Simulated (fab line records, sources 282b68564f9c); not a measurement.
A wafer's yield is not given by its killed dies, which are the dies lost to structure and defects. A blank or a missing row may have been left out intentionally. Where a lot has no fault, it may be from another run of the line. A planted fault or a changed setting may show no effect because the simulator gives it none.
A struck lot beside a sound one | flow ritCmos | 15 out of 202 route steps
Sound: the wafers L508.2, L508.5, L508.6. Wafers L512.2, L512.3, L512.5 were the ones struck. The cause comes at the end.
At each step with rows: each side's tool, then ch and its chambers, then its first start. Under that, the readings that differ: sound wafers | struck wafers | difference of the means | sigmas: that difference in standard deviations of wafers without a fault.
alike: words and numbers the same on both sides, and readings whose means are apart by under 2 such deviations; not compared: readings that were withheld, readings missing a value for some wafer, numbers with overlapping values and no deviation given by the record, and bounds like >300 which may hide the same value.
Wherever a step has rows on one side only, a row that says differs or no value, or a row with sigmas, the two part there. When numbers do not overlap yet have no deviation, they are printed without sigmas and do not part them. Lack of a reading on every wafer of one side parts them only where that side has two or more wafers.

RIT_CONTACT_STRIP_12: strips in O2, time 180 s.
  sound on plasmaAsher-02 ch 0,1, day 3 08:38; struck on plasmaAsher-03 ch 0,1, day 4 08:19
  alike: drypumpMotorCurrentA
  not compared: rfHoursCounterH
RIT_CONTACT_CD_MEAS_90: target cd 1000 nm.
  struck on cdSem-02, day 4 08:31; sound on cdSem-01, day 3 08:50
  alike: cdNm
then, 2 steps without rows for these wafers: RIT_CONTACT_CLEAN_13 (cleans in SC1, time 600 s); RIT_CONTACT_CLEAN_14 (cleans in SC2, time 600 s).
RIT_M1_SPUTTER_00: material Al, target thk 400 nm, time 500 s.
  struck on pvdSputter-02, day 4 08:59; sound on pvdSputter-03, day 3 09:17
  alike: throttleValvePct
RIT_M1_RS_MEAS_01: measures by four-point-probe.
  struck on filmMetro-04, day 4 09:17; sound on filmMetro-03, day 3 09:36
  alike: M1_AL_RS
RIT_M1_THK_MEAS_02: measures by xrf.
  struck on filmMetro-04, day 4 09:24; sound on filmMetro-03, day 3 09:43
  alike: M1_AL_THK
then, 5 steps without rows for these wafers: RIT_M1_HMDS_03 (prime time 60 s); RIT_M1_COAT_04 (resist thk 1300 nm); RIT_M1_SOFTBAKE_05 (time 60 s); RIT_M1_EXPOSE_06 (exposes mask M12, target cd 2600 nm); RIT_M1_PEB_07.
RIT_M1_DEVELOP_08: develop time 68 s.
  sound on lithoTrack-04 ch 0, day 3 10:00; struck on lithoTrack-02 ch 0, day 4 10:00
reading            | sound             | struck            | difference | sigmas
developerTempC (C) | 22.96 23.17 23.00 | 22.27 22.31 22.31 | -0.75      | -7
RIT_M1_CD_MEAS_09: target cd 2600 nm.
  struck on cdSem-01, day 4 10:22; sound on cdSem-02, day 3 10:47
  alike: cdNm
RIT_M1_PROBE_99:
  struck on prober-01, day 4 13:18; sound on prober-01, day 3 13:28
  alike: defectLimitedYield, killedAtContacts, killedAtFrontEnd, killedDies, killedOpen, killedShort, sort_bin_3_pad_short, sort_bin_5_function, sort_bin_6_memory, sortNPass, sortYieldPct

WHERE THEY PART
Only at RIT_M1_DEVELOP_08, within this record. Later steps at which nothing parts them and some readings are alike: RIT_M1_CD_MEAS_09, RIT_M1_PROBE_99.

WHY: whatever the simulator had introduced
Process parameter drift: lithoTrack-02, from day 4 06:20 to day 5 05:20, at RIT_M1_DEVELOP_08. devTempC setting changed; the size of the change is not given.
